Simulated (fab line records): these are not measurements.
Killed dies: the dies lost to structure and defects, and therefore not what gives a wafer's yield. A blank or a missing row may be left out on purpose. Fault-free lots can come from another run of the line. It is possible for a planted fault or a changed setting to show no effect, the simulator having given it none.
Which tool was responsible? | flow berkeleyCmos170 | 7 lots with 21 wafers sampled at 3 steps, on a route of 331 steps

WHAT EACH GAUGE READ, for each wafer
UCB170_NVT_TW_MEAS_09.
lot  | measured     | on           | NVT_TW
L759 | day 6 01:34  | filmMetro-04 | 529 529 529
L761 | day 6 12:23  | filmMetro-02 | 518 521 521
L764 | day 7 04:47  | filmMetro-02 | 523 525 525
L769 | day 8 09:35  | filmMetro-02 | 523 522 525
L773 | day 9 04:24  | filmMetro-02 | 469 468 468
L776 | day 10 03:08 | filmMetro-02 | 520 520 518
L779 | day 10 21:44 | filmMetro-02 | 520 521 522

EACH LOT AND THE TOOL THAT RAN IT (in order: tool; ch and the chambers of the sampled wafers; start)
lot  | UCB170_NVT_IMPLANT_07           | UCB170_NVT_STRIP_08
L759 | implanter-03 ch 0, day 6 01:19  | plasmaAsher-03 ch 0, day 6 01:28
L761 | implanter-01 ch 0, day 6 12:08  | plasmaAsher-02 ch 0,1, day 6 12:17
L764 | implanter-04 ch 0, day 7 04:32  | plasmaAsher-02 ch 1, day 7 04:41
L769 | implanter-03 ch 0, day 8 09:21  | plasmaAsher-02 ch 0,1, day 8 09:29
L773 | implanter-04 ch 0, day 9 04:09  | plasmaAsher-01 ch 0,1, day 9 04:18
L776 | implanter-01 ch 0, day 10 02:53 | plasmaAsher-01 ch 0,1, day 10 03:02
L779 | implanter-03 ch 0, day 10 21:29 | plasmaAsher-01 ch 0,1, day 10 21:38
- UCB170_NVT_IMPLANT_07
- UCB170_NVT_STRIP_08: strips in O2.

THE ANSWER, worked out from the rows above alone
Rule: the lots themselves supply what counts as usual. The widest of any qualifying gaps counts: lots, ordered by their means at a reading, are off when they make up no more than a third of the lots, leave a main group of 4 or more, and stand apart from it by 3 or more times the standard deviation of that group's means. A main group is skipped when, at the precision printed for the reading in the tables above, its means are all equal. Also off: a lot with no number at a reading for which 4 or more lots have one. Where the step has rows for the other lots, those lots are counted as sound.
Off: L773, seen at UCB170_NVT_TW_MEAS_09 (NVT_TW). Main group: mean 523, sd 3.3.
A tool fits if, at a process step before that reading, it ran every lot that is off, and no sound lot after the first of them. The gauges at UCB170_NVT_TW_MEAS_09 are tried like those tools. One candidate fits, namely implanter-04 at UCB170_NVT_IMPLANT_07. Its last sound lot is L764 (day 7 04:32), its first lot that is off L773 (day 9 04:09): a fault that began between those two fits.

WHAT THE SIMULATOR HAD PUT IN
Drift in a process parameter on implanter-04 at UCB170_NVT_IMPLANT_07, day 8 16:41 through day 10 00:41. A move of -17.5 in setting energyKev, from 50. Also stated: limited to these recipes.
Shown lots that were struck: L773. This agrees with what the rule above found.
